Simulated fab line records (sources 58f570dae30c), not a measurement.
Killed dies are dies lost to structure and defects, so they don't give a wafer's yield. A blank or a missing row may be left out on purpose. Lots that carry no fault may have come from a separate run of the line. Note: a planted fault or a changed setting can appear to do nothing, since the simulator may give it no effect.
A sampling plan put to the test -- flow berkeley cmos170 -- one line in one fab, 15 faults in these records, each fault weighed on the records of the lots it struck
What counts as the plan is the set of the line's own looks, namely the steps on the route at which a gauge or an inspection reads a wafer and does not change it. A look can be judged if struck wafers have a number there and the file gives its usual mean and standard deviation on fault-free wafers. Caught: the struck wafers' mean, at a look after the fault's first step, is 4 or more of those standard deviations (sigma) away from the usual mean. On the tool: the test repeated on the tool's own readings taken at the fault's steps. Also counted as caught: the struck wafers showing another recipe, or a record that is empty for them alone.

THE FAULTS, as the simulator had put them in
1. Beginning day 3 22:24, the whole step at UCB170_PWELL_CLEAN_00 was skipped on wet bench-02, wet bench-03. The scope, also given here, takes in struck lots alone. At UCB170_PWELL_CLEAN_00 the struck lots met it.
2. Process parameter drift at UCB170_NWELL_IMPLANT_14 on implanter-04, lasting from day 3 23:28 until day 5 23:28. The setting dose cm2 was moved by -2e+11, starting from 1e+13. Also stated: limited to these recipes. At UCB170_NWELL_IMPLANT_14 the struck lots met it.
3. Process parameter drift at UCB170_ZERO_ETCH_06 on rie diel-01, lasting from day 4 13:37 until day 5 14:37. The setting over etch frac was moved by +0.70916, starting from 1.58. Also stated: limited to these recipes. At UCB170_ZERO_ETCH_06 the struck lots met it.
4. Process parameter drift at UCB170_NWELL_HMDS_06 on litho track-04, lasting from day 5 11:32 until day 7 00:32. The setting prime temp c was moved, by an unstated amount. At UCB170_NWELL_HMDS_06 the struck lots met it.
5. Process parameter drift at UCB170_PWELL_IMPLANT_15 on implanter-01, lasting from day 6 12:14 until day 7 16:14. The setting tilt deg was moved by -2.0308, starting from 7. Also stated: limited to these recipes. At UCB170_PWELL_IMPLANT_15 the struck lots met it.
6. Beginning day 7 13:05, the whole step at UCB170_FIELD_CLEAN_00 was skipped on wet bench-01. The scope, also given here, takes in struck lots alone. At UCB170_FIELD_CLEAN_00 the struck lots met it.
7. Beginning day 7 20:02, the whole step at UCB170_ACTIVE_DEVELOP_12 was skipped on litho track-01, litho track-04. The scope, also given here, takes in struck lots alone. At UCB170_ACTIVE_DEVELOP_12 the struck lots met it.
8. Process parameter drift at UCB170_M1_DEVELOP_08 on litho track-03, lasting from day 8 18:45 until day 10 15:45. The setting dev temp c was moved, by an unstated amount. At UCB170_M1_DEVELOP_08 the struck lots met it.
9. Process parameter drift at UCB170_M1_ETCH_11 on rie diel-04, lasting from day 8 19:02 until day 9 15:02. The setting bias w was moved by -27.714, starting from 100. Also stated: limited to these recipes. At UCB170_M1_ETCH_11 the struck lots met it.
10. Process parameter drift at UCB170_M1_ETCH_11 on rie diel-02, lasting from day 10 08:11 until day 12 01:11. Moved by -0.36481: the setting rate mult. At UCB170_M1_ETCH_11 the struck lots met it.
11. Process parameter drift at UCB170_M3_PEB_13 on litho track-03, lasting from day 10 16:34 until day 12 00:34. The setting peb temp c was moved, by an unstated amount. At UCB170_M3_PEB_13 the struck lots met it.
12. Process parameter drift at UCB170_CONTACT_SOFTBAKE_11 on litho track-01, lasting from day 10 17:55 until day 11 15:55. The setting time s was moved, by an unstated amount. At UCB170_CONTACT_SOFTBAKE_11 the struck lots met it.
13. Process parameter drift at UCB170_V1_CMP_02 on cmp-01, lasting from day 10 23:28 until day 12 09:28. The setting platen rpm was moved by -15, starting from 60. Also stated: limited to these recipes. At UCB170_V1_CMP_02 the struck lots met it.
14. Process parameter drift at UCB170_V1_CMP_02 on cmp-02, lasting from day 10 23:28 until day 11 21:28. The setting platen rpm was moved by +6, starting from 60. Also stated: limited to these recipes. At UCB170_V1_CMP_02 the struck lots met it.
15. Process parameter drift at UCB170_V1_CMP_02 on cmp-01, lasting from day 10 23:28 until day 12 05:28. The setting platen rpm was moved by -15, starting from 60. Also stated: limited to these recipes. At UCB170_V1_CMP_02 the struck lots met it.

WHAT THE PLAN SAW
fault,on the tool itself,first look that catches it,"reading, sigma",median hours from its first step to that look,hours from the fault's start to the first struck lot there,judged looks passed uncaught
1,the tool's record is blank for the struck wafers,not the one look that can be judged after it,-,-,-,1
2,dose ions cm2 -17 sigma,none of the 3 looks that can be judged after it,-,-,-,3
3,oes product au -5.9 sigma,none of the 2 looks that can be judged after it,-,-,-,2
4,prime temp c +16 sigma,none of the 2 looks that can be judged after it,-,-,-,2
5,tilt deg -99 or beyond sigma,not the one look that can be judged after it,-,-,-,1
6,the tool's record is blank for the struck wafers,not the one look that can be judged after it,-,-,-,1
7,the tool's record is blank for the struck wafers,no look after it can be judged,-,-,-,0
8,developer temp C -6.8 sigma,not the one look that can be judged after it,-,-,-,1
9,bias w -95 sigma,no look after it can be judged,-,-,-,0
10,oes product au -10 sigma,no look after it can be judged,-,-,-,0
11,heater power total W -7.4 sigma,no look after it can be judged,-,-,-,0
12,heater power total W +37 sigma,not the one look that can be judged after it,-,-,-,1
13,platen rpm -99 or beyond sigma,no look after it can be judged,-,-,-,0
14,platen rpm +99 or beyond sigma,no look after it can be judged,-,-,-,0
15,platen rpm -99 or beyond sigma,none of the 2 looks that can be judged after it,-,-,-,2
Dash: fault not caught, or number not given in these records.

Caught at a look: 0 of 15. Caught on the tool: 15 of 15. By one or the other: 15 of 15.
Faults 1, 2, 3, 4, 5, 6, 7, 8, 9, 10, 11, 12, 13, 14, 15 were caught on the tool alone.
